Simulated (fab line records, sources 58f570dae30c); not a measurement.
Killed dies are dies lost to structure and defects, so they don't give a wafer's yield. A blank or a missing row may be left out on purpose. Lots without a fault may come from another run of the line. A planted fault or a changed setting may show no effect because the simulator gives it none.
A struck lot beside a sound one | flow berkeley_cmos170 | 45 steps out of a route of 331
Sound: wafers L708.1, L708.3, L708.4. Struck: wafers L723.3, L723.4, L723.5. The cause comes at the end.
At each step with rows: each side's tool, then ch and its chambers, then its first start. Under that, the readings that differ: sound wafers | struck wafers | difference of the means | sigmas: that difference in standard deviations of wafers without a fault.
alike: readings whose means differ by less than 2 such deviations, and words and numbers that are the same on both sides. not compared: withheld readings, readings that some wafer has no value for, bounds like >300 that may hide the same value, and numbers for which the record gives no deviation and whose values overlap.
The two part at a step that has a row with sigmas, a row that says differs or no value, or rows on one side only. Numbers that don't overlap but have no deviation are shown without sigmas and don't part them. A reading that every wafer of one side lacks parts them only if that side has two wafers or more.

first, 2 steps without rows for these wafers: UCB170_GATE_ETCH_15 (etches poly-Si in HBr/Cl2, stops on SiO2, time 56.3 s, target depth 278.2 nm); UCB170_GATE_STRIP_16 (strips in O2).
UCB170_GATE_CD_MEAS_90: target cd 350 nm.
  sound on cd_sem-01, day 6 18:32; struck on cd_sem-01, day 9 19:38
  alike: cd_nm
then, 7 steps without rows for these wafers: UCB170_GATE_CLEAN_17 (cleans in SPM, time 600 s); UCB170_PLDD_HMDS_00 (prime time 60 s); UCB170_PLDD_COAT_01 (resist thk 900 nm); UCB170_PLDD_SOFTBAKE_02 (time 60 s); UCB170_PLDD_EXPOSE_03 (exposes mask PSELECT, target cd 1200 nm); UCB170_PLDD_PEB_04; UCB170_PLDD_DEVELOP_05 (develop time 45 s).
UCB170_PLDD_CD_MEAS_06: target cd 1200 nm.
  sound on cd_sem-02, day 6 19:46; struck on cd_sem-02, day 9 21:08
  alike: cd_nm
UCB170_PLDD_OVL_MEAS_07:
  sound on overlay-02, day 6 19:53; struck on overlay-01, day 9 21:13
  reading       | sound | struck    | difference | sigmas
  PLDD_OVL (nm) | 9 8 6 | -9 -13 -6 | -17        | -3
UCB170_PLDD_IMPLANT_08:
  sound on implanter-04 ch 0, day 6 19:55; struck on implanter-04 ch 0, day 9 21:17
  reading                          | sound                      | struck                        | difference | sigmas
  beam_on_s (s)                    | 10.16 10.01 10.05          | 11.79 11.76 12.08             | +1.80      | +9
  end_station_pressure_torr (Torr) | 4.98e-06 5.49e-06 5.06e-06 | 9.626e-05 0.00010018 9.92e-05 | +9.337e-05 | +99 or more
  faraday_current_uA               | 156 159 157                | 136 136 133                   | -22        | -7
  alike: rotation_deg
then, 1 step without rows for these wafers: UCB170_PLDD_IMPLANT_09.
UCB170_PLDD_STRIP_10: strips in O2.
  sound on plasma_asher-04 ch 0,1, day 6 20:13; struck on plasma_asher-04 ch 0,1, day 9 21:35
  reading                        | sound          | struck         | difference | sigmas
  chamber_pressure_mTorr (mTorr) | 3499 3494 3495 | 3504 3502 3502 | +7         | +2
  alike: drypump_motor_current_A, o2_flow_sccm, oes_product_au, strip_time_to_endpoint_s
  not compared: rf_hours_counter_h
UCB170_PLDD_TW_MEAS_11:
  sound on film_metro-02, day 6 20:19; struck on film_metro-04, day 9 21:40
  alike: PLDD_TW
then, 3 steps without rows for these wafers: UCB170_PLDD_CLEAN_12 (cleans in SPM, time 600 s); UCB170_NLDD_HMDS_00 (prime time 60 s); UCB170_NLDD_COAT_01 (resist thk 900 nm).
UCB170_NLDD_SOFTBAKE_02: time 61.18 s.
  sound on litho_track-04 ch 0, day 6 23:57; struck on litho_track-04 ch 0, day 9 22:16
  alike: plate_sensor_t_centre_C, plate_sensor_t_edge_C
then, 3 steps without rows for these wafers: UCB170_NLDD_EXPOSE_03 (exposes mask NSELECT, target cd 1200 nm); UCB170_NLDD_PEB_04; UCB170_NLDD_DEVELOP_05 (develop time 45 s).
UCB170_NLDD_CD_MEAS_06: target cd 1200 nm.
  sound on cd_sem-01, day 7 01:16; struck on cd_sem-02, day 9 23:40
  alike: cd_nm
UCB170_NLDD_OVL_MEAS_07:
  sound on overlay-02, day 7 01:23; struck on overlay-01, day 9 23:45
  alike: NLDD_OVL
then, 2 steps without rows for these wafers: UCB170_NLDD_IMPLANT_08; UCB170_NLDD_IMPLANT_09.
UCB170_NLDD_STRIP_10: strips in O2.
  sound on plasma_asher-03 ch 0,1, day 7 01:44; struck on plasma_asher-01 ch 0,1, day 10 00:07
  alike: chamber_pressure_mTorr, drypump_motor_current_A, o2_flow_sccm, oes_product_au, strip_time_to_endpoint_s
  not compared: rf_hours_counter_h
UCB170_NLDD_TW_MEAS_11:
  sound on film_metro-02, day 7 01:50; struck on film_metro-01, day 10 00:14
  reading | sound          | struck         | difference | sigmas
  NLDD_TW | 2259 2248 2251 | 2213 2196 2206 | -48        | -2
then, 1 step without rows for these wafers: UCB170_NLDD_CLEAN_12 (cleans in SPM, time 600 s).
UCB170_SPACER_CVD_00: deposits SiO2 from TEOS/O2, target thk 376 nm, time 47 s.
  sound on pecvd-01 ch 0,2, day 7 02:12; struck on pecvd-02 ch 1,2, day 10 00:28
  alike: heater_power_w
UCB170_SPACER_THK_MEAS_01:
  sound on film_metro-01, day 7 02:15; struck on film_metro-03, day 10 00:31
  reading              | sound       | struck      | difference | sigmas
  SPACER_TEOS_THK (nm) | 381 385 387 | 372 374 372 | -12        | -2
then, 1 step without rows for these wafers: UCB170_SPACER_ANNEAL_02 (time 1800 s).
UCB170_SPACER_ETCHBACK_03: etches SiO2 in CHF3/CF4/Ar, stops on Si, target depth 376 nm, time 100 s.
  sound on rie_diel-04 ch 1,2,3, day 7 05:32; struck on rie_diel-03 ch 0,3, day 10 07:06
  alike: chamber_pressure_mTorr, drypump_motor_current_A, oes_product_au, throttle_valve_pct
  not compared: rf_hours_counter_h
then, 6 steps without rows for these wafers: UCB170_PSD_HMDS_00 (prime time 60 s); UCB170_PSD_COAT_01 (resist thk 900 nm); UCB170_PSD_SOFTBAKE_02 (time 60 s); UCB170_PSD_EXPOSE_03 (exposes mask PSELECT MOD, target cd 1200 nm); UCB170_PSD_PEB_04; UCB170_PSD_DEVELOP_05 (develop time 45 s).
UCB170_PSD_CD_MEAS_06: target cd 1200 nm.
  sound on cd_sem-01, day 7 06:42; struck on cd_sem-01, day 10 08:23
  alike: cd_nm
UCB170_PSD_OVL_MEAS_07:
  sound on overlay-02, day 7 06:49; struck on overlay-02, day 10 08:29
  reading      | sound    | struck      | difference | sigmas
  PSD_OVL (nm) | -3 -1 -2 | -19 -17 -22 | -17        | -3
UCB170_SDANNEAL_RS_MEAS_04: measures by four-point-probe.
  sound on film_metro-01, day 7 10:25; struck on film_metro-02, day 10 12:51
  reading          | sound                | struck            | difference | sigmas
  PLDD_RS (ohm/sq) | 1026.4 1025.7 1026.0 | 940.4 941.1 940.8 | -85.3      | -28
  not compared: hold
UCB170_SDANNEAL_RS_MEAS_05: measures by four-point-probe.
  sound on film_metro-01, day 7 10:32; struck on film_metro-02, day 10 15:40
  reading | sound | struck                                                                     | difference                   | sigmas
  hold    | - - - | await_dispo/2.7h/release await_dispo/2.7h/release await_dispo/2.7h/release | no value on the sound wafers |
  alike: NLDD_RS
UCB170_M3_PROBE_99:
  the record has rows for the struck wafers here (prober-01, day 11 15:52) and none for the sound ones

WHERE THEY PART
First at UCB170_PLDD_OVL_MEAS_07; last, within this record, at UCB170_M3_PROBE_99.

WHY: what the simulator had put in
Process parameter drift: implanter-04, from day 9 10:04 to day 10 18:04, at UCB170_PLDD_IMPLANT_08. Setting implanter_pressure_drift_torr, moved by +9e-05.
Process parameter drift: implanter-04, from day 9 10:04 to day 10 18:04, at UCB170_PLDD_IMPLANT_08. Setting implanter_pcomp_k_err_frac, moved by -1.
